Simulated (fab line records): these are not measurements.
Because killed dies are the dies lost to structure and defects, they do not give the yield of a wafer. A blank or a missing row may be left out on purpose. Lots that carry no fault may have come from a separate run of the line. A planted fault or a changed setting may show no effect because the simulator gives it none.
Which of the tools did it? + flow berkeley_cmos170 + 7 lots, 21 wafers sampled, at 3 steps of a route of 331

== WHAT THE GAUGES READ, wafer by wafer ==
UCB170_PFIELD_OVL_MEAS_06.
| lot  | measured    | on         | PFIELD_OVL (nm) |
|------|-------------|------------|-----------------|
| L132 | day 4 08:01 | overlay-01 | 1 -5 1          |
| L135 | day 4 14:13 | overlay-02 | 2 -11 0         |
| L136 | day 4 16:44 | overlay-02 | 1 -8 5          |
| L142 | day 6 04:42 | overlay-02 | -5 -2 7         |
| L145 | day 6 17:35 | overlay-01 | -7 -5 -8        |
| L149 | day 7 23:23 | overlay-01 | 2 3 2           |
| L155 | day 9 05:52 | overlay-01 | -4 -15 -5       |

== TOOL THAT RAN EACH LOT (tool first, then ch and the chambers of the sampled wafers, then the start) ==
| lot  | UCB170_NWELL_ETCH_13              | UCB170_PFIELD_EXPOSE_03          |
|------|-----------------------------------|----------------------------------|
| L132 | rie_diel-01 ch 0,1,2, day 2 08:25 | krf_scanner-01 ch 0, day 4 07:37 |
| L135 | rie_diel-04 ch 1,2,3, day 2 21:07 | krf_scanner-01 ch 0, day 4 13:43 |
| L136 | rie_diel-04 ch 0,1,3, day 3 02:51 | krf_scanner-01 ch 0, day 4 16:19 |
| L142 | rie_diel-01 ch 0,1,3, day 4 06:49 | krf_scanner-01 ch 0, day 6 03:58 |
| L145 | rie_diel-01 ch 0,1,2, day 4 19:23 | krf_scanner-01 ch 0, day 6 17:09 |
| L149 | rie_diel-04 ch 1,2, day 5 21:43   | krf_scanner-02 ch 0, day 7 22:44 |
| L155 | rie_diel-01 ch 0,1,3, day 7 07:47 | krf_scanner-02 ch 0, day 9 05:30 |
- UCB170_NWELL_ETCH_13: etches Si3N4 in CH3F/Ar/O2, stops on SiO2, target depth 246.4 nm, time 154 s.
- UCB170_PFIELD_EXPOSE_03: exposes mask PFIELD, target cd 1500 nm.

== THE ANSWER, worked out from the rows above alone ==
Rule: what is usual is taken from the lots themselves. Put in order of their means at a reading, lots are off if they are a third of the lots or fewer, leave a main group of 4 or more, and stand apart from it by a gap of 3 or more times the standard deviation of the main group's means; of several such gaps the widest counts. The tables above print the reading to a certain number of digits; a main group whose means all agree to those digits is not used. Also off: a lot with no number at a reading for which 4 or more lots have one. Where the step has rows for the other lots, those lots are counted as sound.
None of the lots is off at any reading shown; this tells nothing.

== WHAT THE SIMULATOR HAD PUT IN ==
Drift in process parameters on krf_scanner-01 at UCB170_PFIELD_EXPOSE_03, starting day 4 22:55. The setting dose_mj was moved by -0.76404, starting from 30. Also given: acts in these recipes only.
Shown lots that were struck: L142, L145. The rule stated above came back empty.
